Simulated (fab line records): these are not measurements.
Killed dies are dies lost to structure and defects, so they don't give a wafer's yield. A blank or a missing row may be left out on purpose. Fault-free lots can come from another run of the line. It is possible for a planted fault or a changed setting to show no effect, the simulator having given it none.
The tool behind it: which one? | flow rit_cmos | 36 wafers from 12 lots sampled at 2 of the route's 202 steps

## WHAT EACH GAUGE READ, for each wafer
RIT_PLDD_OVL_MEAS_06.
lot  | measured    | on         | PLDD_OVL (nm)
L602 | day 3 01:20 | overlay-02 | 1.8 2.8 2.6
L603 | day 3 06:43 | overlay-01 | 0.7 0.5 2.1
L604 | day 3 14:19 | overlay-02 | -1.6 -1.0 0.8
L605 | day 3 18:50 | overlay-02 | 0.9 -1.6 0.4
L606 | day 3 23:34 | overlay-02 | 2.9 1.8 2.2
L607 | day 4 01:29 | overlay-01 | -0.4 0.6 2.0
L611 | day 4 20:13 | overlay-01 | 128.6 129.2 130.3
L612 | day 4 21:56 | overlay-01 | 133.9 132.9 132.7
L613 | day 5 03:11 | overlay-02 | 128.8 131.0 129.3
L617 | day 5 22:55 | overlay-02 | 0.6 0.3 0.9
L621 | day 6 17:53 | overlay-01 | 3.2 1.8 2.9
L622 | day 6 23:40 | overlay-02 | 0.5 0.5 -0.2

## WHAT TOOL EACH LOT RAN ON (gives the tool, then ch and the chambers of the sampled wafers, and finally the start)
lot  | RIT_PLDD_EXPOSE_03
L602 | iline_stepper-02 ch 0, day 3 00:57
L603 | iline_stepper-02 ch 0, day 3 06:13
L604 | iline_stepper-01 ch 0, day 3 13:55
L605 | iline_stepper-02 ch 0, day 3 18:26
L606 | iline_stepper-02 ch 0, day 3 23:07
L607 | iline_stepper-02 ch 0, day 4 01:07
L611 | iline_stepper-01 ch 0, day 4 19:49
L612 | iline_stepper-01 ch 0, day 4 21:34
L613 | iline_stepper-01 ch 0, day 5 02:49
L617 | iline_stepper-02 ch 0, day 5 22:31
L621 | iline_stepper-02 ch 0, day 6 17:32
L622 | iline_stepper-02 ch 0, day 6 23:16
- RIT_PLDD_EXPOSE_03: exposes mask M8, target cd 40900 nm.

## WHAT THE TOOLS THEMSELVES READ (means of the sampled wafers that have a number; where no wafer has one, the mark that the record gives instead)
RIT_PLDD_EXPOSE_03.
lot  | tool             | reticle_temp_C (C)
L602 | iline_stepper-02 | 23.00
L603 | iline_stepper-02 | 22.90
L604 | iline_stepper-01 | 22.89
L605 | iline_stepper-02 | 22.90
L606 | iline_stepper-02 | 22.90
L607 | iline_stepper-02 | 23.08
L611 | iline_stepper-01 | 22.95
L612 | iline_stepper-01 | 22.97
L613 | iline_stepper-01 | 23.06
L617 | iline_stepper-02 | 22.87
L621 | iline_stepper-02 | 22.98
L622 | iline_stepper-02 | 22.98

## THE ANSWER, worked out from the rows above alone
Rule: the usual values come from the lots themselves. Put in order of their means at a reading, lots are off if they are a third of the lots or fewer, leave a main group of 4 or more, and stand apart from it by a gap of 3 or more times the standard deviation of the main group's means; of several such gaps the widest counts. A main group is skipped when, at the precision printed for the reading in the tables above, its means are all equal. Also off: a lot with no number at a reading for which 4 or more lots have one. Where the step has rows for the other lots, those lots are counted as sound. The gauges are gone through in route order, then the tools' own readings, and for those a lot's mean is taken as printed above. The first step at which some lot is off is used, and at that step the reading that is off furthest; a lot without a number counts as furthest.
Off: L611, L612, L613, at RIT_PLDD_OVL_MEAS_06 (PLDD_OVL). The main group has a mean of 1.0 nm with a standard deviation of 1.1.
If a tool, at a process step before that reading, ran all the lots that are off and no sound lot after the first of them, it fits. The gauges at RIT_PLDD_OVL_MEAS_06 are tried like those tools. One fits: iline_stepper-01 at RIT_PLDD_EXPOSE_03. Its last sound lot is L604 (day 3 13:55), its first lot that is off L611 (day 4 19:49): a fault that began between those two fits.

## WHAT HAD BEEN PUT IN BY THE SIMULATOR
Scanner matching overlay: iline_stepper-01, from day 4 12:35 on, at RIT_PLDD_EXPOSE_03. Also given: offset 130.
Struck lots among those shown: L611, L612, L613. Same finding as the rule above.
